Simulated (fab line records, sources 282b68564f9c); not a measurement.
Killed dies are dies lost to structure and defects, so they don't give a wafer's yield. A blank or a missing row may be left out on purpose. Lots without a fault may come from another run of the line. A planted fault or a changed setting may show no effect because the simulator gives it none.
Which tool did it? | flow rit_cmos | 11 lots, 33 wafers sampled, at 2 steps of a route of 202

WHAT THE GAUGES READ, wafer by wafer
RIT_SILICIDE_RS_MEAS_02: measures by four-point-probe. Usual: SILICIDE_TI_RS 47.8 ohm/sq, standard deviation 0.93.
lot  | measured    | on            | SILICIDE_TI_RS (ohm/sq) | flag
L422 | day 3 20:44 | film_metro-04 | 48.0 49.0 48.7          |
L423 | day 4 03:23 | film_metro-04 | 48.1 47.6 46.3          |
L425 | day 4 21:30 | film_metro-03 | 49.4 50.6 50.5          |
L427 | day 5 18:44 | film_metro-04 | 48.9 49.6 47.7          |
L434 | day 6 18:44 | film_metro-03 | 48.6 47.0 48.7          |
L435 | day 6 20:47 | film_metro-04 | 46.2 45.9 47.0          |
L438 | day 7 03:53 | film_metro-03 | 48.3 49.3 48.9          |
L440 | day 7 07:54 | film_metro-01 | 49.1 47.0 47.7          |
L442 | day 7 16:44 | film_metro-04 | 48.3 46.6 47.6          |
L443 | day 7 17:50 | film_metro-04 | 47.9 46.8 47.0          |
L445 | day 8 02:38 | film_metro-04 | 46.2 46.0 47.2          |

WHICH TOOL RAN EACH LOT (tool, then ch and the chambers of the sampled wafers, then the start)
lot  | RIT_SILICIDE_SPUTTER_01
L422 | pvd_sputter-01, day 3 20:34
L423 | pvd_sputter-01, day 4 03:13
L425 | pvd_sputter-01, day 4 21:19
L427 | pvd_sputter-04, day 5 18:31
L434 | pvd_sputter-04, day 6 18:34
L435 | pvd_sputter-02, day 6 20:38
L438 | pvd_sputter-04, day 7 03:43
L440 | pvd_sputter-04, day 7 07:43
L442 | pvd_sputter-04, day 7 16:31
L443 | pvd_sputter-02, day 7 17:41
L445 | pvd_sputter-02, day 8 02:29
- RIT_SILICIDE_SPUTTER_01: material Ti, target thk 30 nm, time 240 s.

WHAT THE TOOLS THEMSELVES READ (means of the sampled wafers that have a number; where no wafer has one, the mark that the record gives instead)
RIT_SILICIDE_SPUTTER_01. Usual: throttle_valve_pct 29.9 %, standard deviation 1.4.
lot  | tool           | throttle_valve_pct (%) | flag
L422 | pvd_sputter-01 | 28.8                   |
L423 | pvd_sputter-01 | 29.7                   |
L425 | pvd_sputter-01 | 28.9                   |
L427 | pvd_sputter-04 | 29.6                   |
L434 | pvd_sputter-04 | 29.3                   |
L435 | pvd_sputter-02 | 30.7                   |
L438 | pvd_sputter-04 | 29.9                   |
L440 | pvd_sputter-04 | 29.0                   |
L442 | pvd_sputter-04 | 29.5                   |
L443 | pvd_sputter-02 | 31.3                   |
L445 | pvd_sputter-02 | 30.8                   |

THE ANSWER, worked out from the rows above alone
Rule: a lot is off if the mean of its wafers that have a number lies more than 3 standard deviations from the usual mean. A lot without any number at a reading at which 4 lots or more have one is off too. The other lots that the step has rows for count as sound. The gauges are gone through in route order, then the tools' own readings, and for those a lot's mean is taken as printed above. The first step at which some lot is off is used, and at that step the reading that is off furthest; a lot without a number counts as furthest.
No lot is off at any reading shown: from this, nothing can be told.

WHAT THE SIMULATOR HAD PUT IN
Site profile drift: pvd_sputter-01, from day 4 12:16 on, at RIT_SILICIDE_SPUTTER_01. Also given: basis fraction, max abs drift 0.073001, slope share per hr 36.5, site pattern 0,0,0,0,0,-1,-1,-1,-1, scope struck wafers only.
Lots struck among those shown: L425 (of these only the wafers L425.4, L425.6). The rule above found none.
